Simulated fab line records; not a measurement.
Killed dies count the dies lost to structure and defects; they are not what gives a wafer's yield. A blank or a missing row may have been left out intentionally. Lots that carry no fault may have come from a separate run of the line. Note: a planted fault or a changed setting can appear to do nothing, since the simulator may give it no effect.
One fault seen from 2 desks -- flow berkeley cmos170 -- only its own numbers are on each desk; what lay behind them is given at the end

== THE METROLOGY DESK ==
Means of the sampled wafers that have a number, per lot and without regard to the tool the lot ran on: this is what the gauges read. Any lot whose mean is over 4 standard deviations away from the usual mean is out of limits and marked OUT; that distance is given in the brackets.
Columns: A = CONTACT_OVL at UCB170_CONTACT_OVL_MEAS_16, usual -4 nm
lot,first seen here,A
L434,day 8 08:38,-4
L435,day 8 09:22,4
L436,day 8 17:58,-6
L437,day 8 18:07,-6
L439,day 9 02:20,-2
L440,day 10 03:50,0
L441,day 10 04:01,-5
L442,day 10 05:01,4
L445,day 10 14:36,-2
L446,day 11 08:13,-4
L450,day 11 18:56,-10
L449,day 11 19:38,-5
L451,day 11 21:37,-3
This desk found nothing out of limits on any of the 13 lots.

== DESK OF THE TOOL OWNER: rie metal-04 ==
The tool's own readings at UCB170_M1_METAL_ETCH_12 (etches Al in Cl2/BCl3, stops on PSG, target depth 780 nm, time 130 s): means of the sampled wafers that have a number, for each lot that ran on this tool. Any lot whose mean is over 4 standard deviations away from the usual mean is out of limits and marked OUT; that distance is given in the brackets.
Columns: A = drypump motor current A at UCB170_M1_METAL_ETCH_12, usual 5.6 A; B = oes product au at UCB170_M1_METAL_ETCH_12, usual 0.860 a.u.; C = run length s at UCB170_M1_METAL_ETCH_12, usual 158.3 s; D = throttle valve pct at UCB170_M1_METAL_ETCH_12, usual 24.43 %
lot,first seen here,A,B,C,D
L436,day 8 19:52,5.4,0.847,158.6,24.40
L439,day 9 04:20,5.4,0.855,158.5,24.40
L445,day 10 16:29,5.7,0.856,158.5,24.38
L450,day 11 21:47,5.0,0.887,155.0 (-4.1) OUT,24.41
This desk's finding: out of limits on L450; first on L450, day 11 21:47 (run length s at UCB170_M1_METAL_ETCH_12). Within limits: L436, L439, L445.

== ALL TOGETHER ==
At day 11 21:47, on L450, the tool owner's desk was in a position to raise an alarm.
The metrology desk saw nothing out of limits.
The metrology desk holds a record of L450, inside its limits.
The lots listed all ran UCB170_M1_METAL_ETCH_12 on rie metal-04.

== WHAT THE SIMULATOR HAD PUT IN ==
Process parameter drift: rie metal-04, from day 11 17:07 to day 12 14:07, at UCB170_M1_METAL_ETCH_12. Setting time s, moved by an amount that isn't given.
Shown lots that were struck: L450.
Each desk's first reading out of limits, in hours after the fault started: the tool owner's desk, 5.
